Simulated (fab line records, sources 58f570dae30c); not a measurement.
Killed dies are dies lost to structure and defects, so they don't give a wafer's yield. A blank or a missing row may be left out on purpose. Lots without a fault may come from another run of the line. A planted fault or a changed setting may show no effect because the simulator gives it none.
Which tool did it? | flow berkeley_cmos170 | 14 lots, 42 wafers sampled, at 1 step of a route of 331

WHAT THE GAUGES READ, wafer by wafer
The record holds no reading of a measuring or inspecting step that can be judged against a usual standard deviation.

WHICH TOOL RAN EACH LOT (tool, then ch and the chambers of the sampled wafers, then the start)
lot  | UCB170_CONTACT_ETCH_18
L124 | rie_diel-04 ch 0,3, day 6 23:00
L123 | rie_diel-01 ch 1,2,3, day 6 23:00
L122 | rie_diel-04 ch 0,1,3, day 7 00:00
L125 | rie_diel-04 ch 0,1,2, day 8 02:00
L127 | rie_diel-01 ch 0,2,3, day 8 03:00
L130 | rie_diel-04 ch 1,2,3, day 8 21:00
L129 | rie_diel-01 ch 0,1,3, day 8 22:00
L131 | rie_diel-03 ch 0,1,2, day 9 15:00
L132 | rie_diel-01 ch 0,1, day 9 16:00
L136 | rie_diel-01 ch 0,3, day 9 20:00
L135 | rie_diel-04 ch 0,1,3, day 9 21:00
L138 | rie_diel-03 ch 1,2,3, day 10 19:00
L137 | rie_diel-01 ch 1,2,3, day 10 20:00
L142 | rie_diel-01 ch 2,3, day 11 11:00
- UCB170_CONTACT_ETCH_18: etches PSG in CHF3/CF4/Ar, stops on TiSi2, target depth 840 nm, time 195 s.

WHAT THE TOOLS THEMSELVES READ (means of the sampled wafers that have a number; where no wafer has one, the mark that the record gives instead)
UCB170_CONTACT_ETCH_18. Usual: drypump_motor_current_A 5.9 A, standard deviation 0.43; oes_product_au 0.890 a.u., standard deviation 0.012; throttle_valve_pct 6.91 %, standard deviation 0.11.
lot  | tool        | drypump_motor_current_A (A) | oes_product_au (a.u.) | throttle_valve_pct (%) | flag
L124 | rie_diel-04 | 6.0                         | 0.887                 | 7.00                   |
L123 | rie_diel-01 | 5.9                         | 0.891                 | 6.92                   |
L122 | rie_diel-04 | 6.0                         | 0.899                 | 6.94                   |
L125 | rie_diel-04 | 5.6                         | 0.892                 | 6.92                   |
L127 | rie_diel-01 | 6.1                         | 0.896                 | 6.84                   |
L130 | rie_diel-04 | 5.9                         | 0.896                 | 6.86                   |
L129 | rie_diel-01 | 6.2                         | 0.899                 | 6.87                   |
L131 | rie_diel-03 | 5.4                         | 0.885                 | 6.97                   |
L132 | rie_diel-01 | 6.1                         | 0.887                 | 6.96                   |
L136 | rie_diel-01 | 6.3                         | 0.899                 | 6.78                   |
L135 | rie_diel-04 | 6.0                         | 0.891                 | 6.93                   |
L138 | rie_diel-03 | 5.7                         | 0.879                 | 6.91                   |
L137 | rie_diel-01 | 5.9                         | 0.844                 | 6.92                   | OFF
L142 | rie_diel-01 | 5.7                         | 0.847                 | 6.89                   | OFF

THE ANSWER, worked out from the rows above alone
Rule: a lot is off if the mean of its wafers that have a number lies more than 3 standard deviations from the usual mean. A lot without any number at a reading at which 4 lots or more have one is off too. The other lots that the step has rows for count as sound. The gauges are gone through in route order, then the tools' own readings, and for those a lot's mean is taken as printed above. The first step at which some lot is off is used, and at that step the reading that is off furthest; a lot without a number counts as furthest.
Off: L137, L142, at UCB170_CONTACT_ETCH_18 (oes_product_au).
A tool fits if, at that step or a process step before it, it ran every lot that is off, and no sound lot after the first of them. One fits: rie_diel-01 at UCB170_CONTACT_ETCH_18. Its last sound lot is L136 (day 9 20:00), its first lot that is off L137 (day 10 20:00): a fault that began between those two fits.
The tool's own readings at UCB170_CONTACT_ETCH_18 bear it out: on the lots that are off they differ by more than 5 times the standard deviation of the sound lots' means. oes_product_au reads 0.845 a.u. there against 0.892 a.u. on the sound lots.

WHAT THE SIMULATOR HAD PUT IN
Process parameter drift: rie_diel-01, from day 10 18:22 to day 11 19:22, at UCB170_CONTACT_ETCH_18. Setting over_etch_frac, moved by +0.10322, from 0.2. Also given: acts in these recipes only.
Lots struck among those shown: L137, L142. The rule above found the same.
